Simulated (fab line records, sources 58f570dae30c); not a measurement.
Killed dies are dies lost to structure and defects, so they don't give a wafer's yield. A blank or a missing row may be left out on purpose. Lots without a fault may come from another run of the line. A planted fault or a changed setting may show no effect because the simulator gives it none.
Problem report in the 8D (eight disciplines) form, filled by code | flow berkeley_cmos170 | the parts of the form that need people (team, actions taken, sign-off) are left out

1. THE PROBLEM
strip_time_to_endpoint_s at UCB170_NVT_STRIP_08 reads a mean of 18.63 s on 6 wafers of 2 lots; wafers without a fault read 21.64 s with a standard deviation of 0.062. That is -49 standard deviations from the usual mean.
The step: strips in O2.
First seen on wafer L105.1, day 9 05:57, on plasma_asher-01. The record holds 42 wafers of 14 lots with a number at this step. Rule for "out", or "out of limits": more than 4 standard deviations from the usual mean. The other wafers with a number count as sound.

2. WHAT IT IS AND WHAT IT IS NOT
question                    | is                       | is not
which readings at this step | strip_time_to_endpoint_s | drypump_motor_current_A, oes_product_au
which lots                  | L105, L107               | L987, L988, L989, L990, L991, L992, L993, L994, L995, L996, L997, L998
which wafers of those lots  | all that have a number   | -
read on which tools         | plasma_asher-01          | plasma_asher-02, plasma_asher-03
when                        | from day 9 05:57         | up to then (36 sound wafers)

3. SUSPECTS, AND WHAT RULES EACH OUT
Counting: a tool at a process step up to the reading stays a suspect if it ran every lot that is out and no sound lot after the first of them.
- litho_track-01 at UCB170_NVT_COAT_01 (resist thk 900 nm): kept. It ran every lot that is out, first L105 (day 9 05:05), and no sound lot after that; its last sound lot up to then is L997 (day 7 06:04).
- plasma_asher-01 at UCB170_NVT_STRIP_08 (strips in O2): kept. It ran every lot that is out, first L105 (day 9 05:57), and no sound lot after that; its last sound lot up to then is L997 (day 7 07:33). Its own readings are out on those wafers: strip_time_to_endpoint_s.
Left after counting: litho_track-01 at UCB170_NVT_COAT_01, plasma_asher-01 at UCB170_NVT_STRIP_08.

4. THE CAUSE (what the simulator had put in)
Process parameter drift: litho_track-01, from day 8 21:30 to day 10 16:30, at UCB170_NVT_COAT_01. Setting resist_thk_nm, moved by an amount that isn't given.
Counting left 2 suspects, and this tool is among them.

5. THE CHAIN OF EFFECTS, in route order
Each row: a reading whose mean over the struck wafers that have a number lies more than 3 standard deviations from the usual. Only readings for which the record gives a usual standard deviation are gone through. hours: the time from each lot's start at the first step in this table that gives one to its start at this step, as a median over the lots. sigmas: the change in usual standard deviations.
hours | step                | reading                  | usual   | on struck wafers | change | sigmas
0     | UCB170_NVT_STRIP_08 | strip_time_to_endpoint_s | 21.64 s | 18.63            | -3.01  | -49
The process steps in it:
- UCB170_NVT_STRIP_08: strips in O2.

6. WHAT WOULD HAVE CAUGHT IT SOONER
In this record the first reading out of limits was taken at day 9 05:57, 8 hours after the fault began at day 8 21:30.
Of the tool readings at UCB170_NVT_COAT_01 for which the record gives a usual standard deviation, none was out on any struck wafer, so an alarm limit of 4 standard deviations on them would not have fired.
Of the lots that are out (2), L107 began UCB170_NVT_COAT_01 on litho_track-01 after day 9 05:57. A hold on the tool at that time would have spared it.
